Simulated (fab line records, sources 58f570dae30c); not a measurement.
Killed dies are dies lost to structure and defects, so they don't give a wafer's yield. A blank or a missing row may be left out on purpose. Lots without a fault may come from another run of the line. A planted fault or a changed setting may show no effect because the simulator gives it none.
Which tool did it? | flow berkeley_cmos170 | 15 lots, 45 wafers sampled, at 5 steps of a route of 331

WHAT THE GAUGES READ, wafer by wafer
UCB170_NWELL_TW_MEAS_16.
lot  | measured    | on            | NWELL_TW
L379 | day 2 11:38 | film_metro-04 | 1256 1262 1250
L380 | day 2 14:06 | film_metro-04 | 1259 1263 1258
L381 | day 3 00:28 | film_metro-02 | 1239 1251 1243
L383 | day 3 07:51 | film_metro-04 | 1255 1258 1258
L386 | day 3 18:08 | film_metro-02 | 1245 1237 1239
L387 | day 3 21:14 | film_metro-03 | 1226 1229 1224
L392 | day 4 23:29 | film_metro-04 | 1245 1251 1247
L393 | day 5 06:38 | film_metro-02 | 1248 1248 1252
L395 | day 5 09:31 | film_metro-04 | 1246 1251 1259
L394 | day 5 09:45 | film_metro-03 | 1233 1232 1237
L396 | day 5 17:23 | film_metro-02 | 1248 1249 1248
L397 | day 5 20:56 | film_metro-02 | 1247 1251 1257
L398 | day 6 02:43 | film_metro-04 | 1250 1253 1260
L399 | day 6 10:13 | film_metro-03 | 1243 1237 1232
L402 | day 7 02:37 | film_metro-03 | 1231 1234 1239

UCB170_PLDD_CD_MEAS_06: target cd 1200 nm.
lot  | measured     | on        | cd_nm (nm)
L379 | day 6 04:48  | cd_sem-02 | 1200.2 1199.8 1200.6
L380 | day 6 04:34  | cd_sem-01 | 1199.6 1199.1 1199.5
L381 | day 6 07:59  | cd_sem-02 | 1200.3 1200.6 1199.7
L383 | day 6 16:47  | cd_sem-02 | 1201.3 1201.2 1200.7
L386 | day 7 10:16  | cd_sem-02 | 1199.1 1198.5 1197.9
L387 | day 7 09:26  | cd_sem-01 | 1199.6 1199.5 1199.6
L392 | day 8 13:22  | cd_sem-02 | 1198.5 1198.7 1198.8
L393 | day 9 07:06  | cd_sem-01 | 1200.9 1201.1 1200.7
L395 | day 9 07:26  | cd_sem-02 | 1200.7 1200.3 1199.9
L394 | day 9 07:42  | cd_sem-02 | 1198.7 1198.2 1197.7
L396 | day 9 12:14  | cd_sem-02 | 1197.5 1197.5 1199.3
L397 | day 9 20:17  | cd_sem-02 | 1202.6 1203.3 1201.9
L398 | day 10 07:09 | cd_sem-01 | 1198.8 1201.1 1198.2
L399 | day 10 07:09 | cd_sem-02 | 1200.8 1200.0 1200.4
L402 | day 11 02:39 | cd_sem-02 | 1198.3 1197.2 1199.0

UCB170_SPACER_THK_MEAS_01.
lot  | measured     | on            | SPACER_TEOS_THK (nm)
L379 | day 6 07:25  | film_metro-03 | 372 376 385
L380 | day 6 07:28  | film_metro-04 | 741 752 759 742 752 758
L381 | day 6 11:32  | film_metro-04 | 367 368 382
L383 | day 6 20:04  | film_metro-03 | 761 756 764 760 756 764
L386 | day 7 13:19  | film_metro-04 | 369 365 371
L387 | day 7 14:53  | film_metro-02 | 747 741 756 747 742 755
L392 | day 8 16:37  | film_metro-03 | 368 366 367
L393 | day 9 09:58  | film_metro-02 | 370 369 379
L395 | day 9 10:26  | film_metro-03 | 369 379 373
L394 | day 9 10:43  | film_metro-02 | 368 372 376
L396 | day 9 14:55  | film_metro-04 | 372 372 378
L397 | day 9 22:49  | film_metro-02 | 372 384 377
L398 | day 10 09:44 | film_metro-03 | 375 382 381
L399 | day 10 09:58 | film_metro-03 | 367 373 379
L402 | day 11 05:37 | film_metro-02 | 380 379 380

WHICH TOOL RAN EACH LOT (tool, then ch and the chambers of the sampled wafers, then the start)
lot  | UCB170_PLDD_STRIP_10                 | UCB170_SPACER_CVD_00
L379 | plasma_asher-04 ch 0,1, day 6 05:16  | pecvd-03 ch 1,2, day 6 07:22
L380 | plasma_asher-03 ch 0,1, day 6 05:01  | pecvd-04 ch 0,1,2, day 6 07:12
L381 | plasma_asher-03 ch 0,1, day 6 08:44  | pecvd-01 ch 0,1,2, day 6 11:29
L383 | plasma_asher-03 ch 0,1, day 6 17:13  | pecvd-03 ch 0,1,2, day 6 19:46
L386 | plasma_asher-04 ch 0,1, day 7 10:43  | pecvd-04 ch 0,1, day 7 13:16
L387 | plasma_asher-03 ch 0,1, day 7 09:53  | pecvd-01 ch 1,2, day 7 14:32
L392 | plasma_asher-04 ch 0,1, day 8 13:49  | pecvd-04 ch 0,1,2, day 8 16:34
L393 | plasma_asher-04 ch 0,1, day 9 07:32  | pecvd-03 ch 0,1,2, day 9 09:55
L395 | plasma_asher-01 ch 0,1, day 9 07:52  | pecvd-01 ch 1,2, day 9 10:23
L394 | plasma_asher-03 ch 0,1, day 9 08:08  | pecvd-04 ch 1,2, day 9 10:40
L396 | plasma_asher-01 ch 0,1, day 9 12:41  | pecvd-01 ch 0,1, day 9 14:53
L397 | plasma_asher-01 ch 0,1, day 9 20:44  | pecvd-03 ch 0,2, day 9 22:46
L398 | plasma_asher-03 ch 1, day 10 07:35   | pecvd-03 ch 1,2, day 10 09:41
L399 | plasma_asher-01 ch 0,1, day 10 07:38 | pecvd-04 ch 0,2, day 10 09:55
L402 | plasma_asher-01 ch 0,1, day 11 03:05 | pecvd-03 ch 0,1,2, day 11 05:34
- UCB170_PLDD_STRIP_10: strips in O2.
- UCB170_SPACER_CVD_00: deposits SiO2 from TEOS/O2, target thk 376 nm, time 47 s.

WHAT THE TOOLS THEMSELVES READ (means of the sampled wafers that have a number; where no wafer has one, the mark that the record gives instead)
UCB170_PLDD_STRIP_10.
lot  | tool            | drypump_motor_current_A (A) | oes_product_au (a.u.) | strip_time_to_endpoint_s (s)
L379 | plasma_asher-04 | 5.91                        | 0.734                 | 21.66
L380 | plasma_asher-03 | 5.58                        | 0.733                 | 21.66
L381 | plasma_asher-03 | 5.57                        | 0.734                 | 21.71
L383 | plasma_asher-03 | 5.60                        | 0.733                 | 21.68
L386 | plasma_asher-04 | 5.59                        | 0.735                 | 21.73
L387 | plasma_asher-03 | 5.57                        | 0.738                 | 21.64
L392 | plasma_asher-04 | 5.62                        | 0.736                 | 21.64
L393 | plasma_asher-04 | 5.92                        | 0.734                 | 21.70
L395 | plasma_asher-01 | 5.61                        | 0.734                 | 21.68
L394 | plasma_asher-03 | 5.58                        | 0.735                 | 21.64
L396 | plasma_asher-01 | 5.62                        | 0.737                 | 21.63
L397 | plasma_asher-01 | 5.65                        | 0.732                 | 21.66
L398 | plasma_asher-03 | 5.53                        | 0.735                 | 21.68
L399 | plasma_asher-01 | 5.63                        | 0.739                 | 21.67
L402 | plasma_asher-01 | 5.63                        | 0.735                 | 21.68

UCB170_SPACER_CVD_00.
lot  | tool     | heater_power_w (W)
L379 | pecvd-03 | 199
L380 | pecvd-04 | 281
L381 | pecvd-01 | 269
L383 | pecvd-03 | 190
L386 | pecvd-04 | 316
L387 | pecvd-01 | 253
L392 | pecvd-04 | 265
L393 | pecvd-03 | 222
L395 | pecvd-01 | 238
L394 | pecvd-04 | 201
L396 | pecvd-01 | 236
L397 | pecvd-03 | 283
L398 | pecvd-03 | 187
L399 | pecvd-04 | 287
L402 | pecvd-03 | 207

THE ANSWER, worked out from the rows above alone
Rule: what is usual is taken from the lots themselves. Put in order of their means at a reading, lots are off if they are a third of the lots or fewer, leave a main group of 4 or more, and stand apart from it by a gap of 3 or more times the standard deviation of the main group's means; of several such gaps the widest counts. A main group whose means are all the same, to the digits that the tables above print for the reading, isn't used. A lot without any number at a reading at which 4 lots or more have one is off too. The other lots that the step has rows for count as sound. The gauges are gone through in route order, then the tools' own readings, and for those a lot's mean is taken as printed above. The first step at which some lot is off is used, and at that step the reading that is off furthest; a lot without a number counts as furthest.
Off: L380, L383, L387, at UCB170_SPACER_THK_MEAS_01 (SPACER_TEOS_THK). The main group: mean 374 nm, standard deviation 3.9.
A tool fits if, at a process step before that reading, it ran every lot that is off, and no sound lot after the first of them. The gauges at UCB170_SPACER_THK_MEAS_01 are tried like those tools. None of those tried fits.

WHAT THE SIMULATOR HAD PUT IN
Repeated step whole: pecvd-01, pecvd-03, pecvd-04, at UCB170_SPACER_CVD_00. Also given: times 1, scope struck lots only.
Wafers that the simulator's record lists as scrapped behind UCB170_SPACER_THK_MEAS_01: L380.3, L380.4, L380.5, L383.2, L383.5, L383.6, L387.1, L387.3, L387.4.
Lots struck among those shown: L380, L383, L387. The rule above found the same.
